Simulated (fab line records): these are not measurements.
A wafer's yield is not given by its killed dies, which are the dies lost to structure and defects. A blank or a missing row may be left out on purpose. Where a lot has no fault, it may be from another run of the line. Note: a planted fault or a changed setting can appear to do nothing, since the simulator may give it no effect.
Which tool is to blame? + flow ritCmos + 15 lots with 45 wafers sampled at 4 steps, on a route of 202 steps

WHAT THE GAUGES READ, wafer by wafer
RIT_ACTIVE_THK_MEAS_02. Usual: ACTIVE_OXIDE_THK typically reads 46.8 nm, with standard deviation 0.89.
| lot  | measured    | on           | ACTIVE_OXIDE_THK (nm) | flag |
|------|-------------|--------------|-----------------------|------|
| L963 | day 1 12:04 | filmMetro-04 | 47.3 47.5 47.5        |      |
| L965 | day 1 22:04 | filmMetro-04 | 46.5 46.4 46.7        |      |
| L968 | day 2 13:03 | filmMetro-01 | 49.0 47.3 48.2        |      |
| L969 | day 2 18:03 | filmMetro-01 | 46.8 47.4 46.6        |      |
| L971 | day 3 04:03 | filmMetro-04 | 47.4 47.1 47.3        |      |
| L972 | day 3 09:03 | filmMetro-04 | 46.4 47.3 46.7        |      |
| L973 | day 3 14:03 | filmMetro-02 | 46.7 46.8 46.9        |      |
| L974 | day 3 19:05 | filmMetro-04 | 45.8 46.2 45.9        |      |
| L978 | day 4 15:03 | filmMetro-02 | 47.9 47.8 47.9        |      |
| L980 | day 5 01:14 | filmMetro-02 | 46.7 47.0 46.6        |      |
| L981 | day 5 09:20 | filmMetro-04 | 46.0 47.0 46.3        |      |
| L983 | day 5 16:56 | filmMetro-04 | 46.5 46.5 46.9        |      |
| L984 | day 5 21:32 | filmMetro-01 | 47.2 47.5 47.5        |      |
| L985 | day 6 02:23 | filmMetro-01 | 47.4 47.1 47.2        |      |
| L986 | day 6 07:04 | filmMetro-02 | 48.2 47.7 47.0        |      |

RIT_SDANNEAL_RS_MEAS_07: uses a four-point probe to measure. Usual: NLDD_RS typically reads 151.5 ohm/sq, with standard deviation 0.45.
| lot  | measured    | on           | NLDD_RS (ohm/sq)  | flag |
|------|-------------|--------------|-------------------|------|
| L963 | day 3 01:01 | filmMetro-04 | 152.3 151.7 151.8 |      |
| L965 | day 3 12:42 | filmMetro-04 | 151.6 152.3 151.5 |      |
| L968 | day 4 02:14 | filmMetro-01 | 152.0 151.2 151.3 |      |
| L969 | day 4 08:31 | filmMetro-04 | 151.3 151.3 151.0 |      |
| L971 | day 4 19:06 | filmMetro-02 | 151.1 150.7 152.1 |      |
| L978 | day 6 09:34 | filmMetro-02 | 151.4 151.0 151.1 |      |
| L980 | day 6 21:02 | filmMetro-02 | 152.0 151.2 152.4 |      |
| L981 | day 7 07:31 | filmMetro-01 | 152.0 151.6 151.7 |      |
| L983 | day 7 13:06 | filmMetro-02 | 152.1 151.4 151.9 |      |
| L984 | day 7 18:16 | filmMetro-04 | 150.8 151.3 151.7 |      |
| L985 | day 7 22:53 | filmMetro-01 | 150.9 150.8 150.6 |      |
| L986 | day 8 02:57 | filmMetro-01 | 151.2 151.7 151.7 |      |

TOOL THAT RAN EACH LOT (tool first, then ch and the chambers of the sampled wafers, then the start)
| lot  | RIT_PWELL_STRIP_09                 | RIT_GATE_STRIP_20                  |
|------|------------------------------------|------------------------------------|
| L963 | plasmaAsher-03 ch 0,1, day 1 22:23 | plasmaAsher-04 ch 0, day 2 12:10   |
| L965 | plasmaAsher-03 ch 0,1, day 2 09:10 | plasmaAsher-04 ch 0,1, day 2 23:49 |
| L968 | plasmaAsher-02 ch 0,1, day 2 23:31 | plasmaAsher-04 ch 0,1, day 3 13:06 |
| L969 | plasmaAsher-03 ch 0,1, day 3 04:18 | plasmaAsher-02 ch 0,1, day 3 19:53 |
| L971 | plasmaAsher-01 ch 1, day 3 14:26   | plasmaAsher-04 ch 0,1, day 4 05:40 |
| L972 | plasmaAsher-03 ch 0,1, day 3 20:37 | -                                  |
| L973 | plasmaAsher-01 ch 0,1, day 4 01:56 | -                                  |
| L974 | plasmaAsher-02 ch 0,1, day 4 07:15 | -                                  |
| L978 | plasmaAsher-02 ch 0,1, day 5 02:58 | plasmaAsher-02 ch 0,1, day 5 19:26 |
| L980 | plasmaAsher-03 ch 0,1, day 5 16:08 | plasmaAsher-02 ch 0,1, day 6 07:04 |
| L981 | plasmaAsher-02 ch 0,1, day 5 20:58 | plasmaAsher-04 ch 0,1, day 6 17:49 |
| L983 | plasmaAsher-02 ch 0,1, day 6 05:40 | plasmaAsher-01 ch 0,1, day 6 22:45 |
| L984 | plasmaAsher-03 ch 0,1, day 6 09:17 | plasmaAsher-01 ch 0,1, day 7 05:30 |
| L985 | plasmaAsher-03 ch 1, day 6 16:14   | plasmaAsher-04 ch 0, day 7 10:00   |
| L986 | plasmaAsher-02 ch 0,1, day 6 20:59 | plasmaAsher-04 ch 0,1, day 7 12:56 |
- RIT_PWELL_STRIP_09: strips in O2, time 180 s.
- RIT_GATE_STRIP_20: strips in O2, time 180 s.

AS READ BY THE TOOLS THEMSELVES (means over the sampled wafers that have a number; for cases with no such wafer, the mark the record gives instead)
RIT_PWELL_STRIP_09. Usual: chamberPressureMTorr 4000 mTorr, standard deviation 3.7; drypumpMotorCurrentA 5.6 A, standard deviation 0.33; o2FlowSccm 4000 sccm, standard deviation 12.
| lot  | tool           | chamberPressureMTorr (mTorr) | drypumpMotorCurrentA (A) | o2FlowSccm (sccm) | flag |
|------|----------------|------------------------------|--------------------------|-------------------|------|
| L963 | plasmaAsher-03 | 4000                         | 5.9                      | 3990              |      |
| L965 | plasmaAsher-03 | 3997                         | 5.9                      | 3991              |      |
| L968 | plasmaAsher-02 | 4001                         | 5.2                      | 4005              |      |
| L969 | plasmaAsher-03 | 4001                         | 6.1                      | 4010              |      |
| L971 | plasmaAsher-01 | 3999                         | 5.5                      | 4015              |      |
| L972 | plasmaAsher-03 | -                            | -                        | -                 | OFF  |
| L973 | plasmaAsher-01 | -                            | -                        | -                 | OFF  |
| L974 | plasmaAsher-02 | -                            | -                        | -                 | OFF  |
| L978 | plasmaAsher-02 | 4001                         | 5.4                      | 4001              |      |
| L980 | plasmaAsher-03 | 3998                         | 5.9                      | 3998              |      |
| L981 | plasmaAsher-02 | 3999                         | 5.4                      | 3987              |      |
| L983 | plasmaAsher-02 | 3997                         | 5.4                      | 4006              |      |
| L984 | plasmaAsher-03 | 3999                         | 5.9                      | 3993              |      |
| L985 | plasmaAsher-03 | 3998                         | 5.7                      | 3980              |      |
| L986 | plasmaAsher-02 | 3999                         | 5.2                      | 3997              |      |

RIT_GATE_STRIP_20. Usual: chamberPressureMTorr 4000 mTorr, standard deviation 4.2; drypumpMotorCurrentA 5.27 A, standard deviation 0.24; o2FlowSccm 4001 sccm, standard deviation 12.
| lot  | tool           | chamberPressureMTorr (mTorr) | drypumpMotorCurrentA (A) | o2FlowSccm (sccm) | flag |
|------|----------------|------------------------------|--------------------------|-------------------|------|
| L963 | plasmaAsher-04 | 4005                         | 5.07                     | 3992              |      |
| L965 | plasmaAsher-04 | 3998                         | 5.00                     | 3995              |      |
| L968 | plasmaAsher-04 | 4002                         | 5.02                     | 3995              |      |
| L969 | plasmaAsher-02 | 3999                         | 5.24                     | 4008              |      |
| L971 | plasmaAsher-04 | 3997                         | 5.01                     | 4005              |      |
| L978 | plasmaAsher-02 | 3997                         | 5.38                     | 3997              |      |
| L980 | plasmaAsher-02 | 4001                         | 5.24                     | 4003              |      |
| L981 | plasmaAsher-04 | 4002                         | 4.97                     | 3990              |      |
| L983 | plasmaAsher-01 | 3999                         | 5.48                     | 4006              |      |
| L984 | plasmaAsher-01 | 4000                         | 5.47                     | 4006              |      |
| L985 | plasmaAsher-04 | 3998                         | 5.02                     | 4004              |      |
| L986 | plasmaAsher-04 | 4003                         | 5.01                     | 3989              |      |

THE ANSWER, worked out from the rows above alone
Rule: a lot counts as off when the mean over its wafers that have a number is more than 3 standard deviations away from the usual mean. A lot without any number at a reading at which 4 lots or more have one is off too. All remaining lots with rows at the step are treated as sound. The gauges are gone through in route order, then the tools' own readings, and for those a lot's mean is taken as printed above. The first step at which some lot is off is used, and at that step the reading that is off furthest; a lot without a number counts as furthest.
Off, at RIT_PWELL_STRIP_09 on chamberPressureMTorr: L972, L973, L974. Without a number there: L972, L973, L974.
A tool fits if, at that step or a process step before it, it ran every lot that is off, and no sound lot after the first of them. Not one of the candidates tried fits.

WHAT HAD BEEN PUT IN BY THE SIMULATOR
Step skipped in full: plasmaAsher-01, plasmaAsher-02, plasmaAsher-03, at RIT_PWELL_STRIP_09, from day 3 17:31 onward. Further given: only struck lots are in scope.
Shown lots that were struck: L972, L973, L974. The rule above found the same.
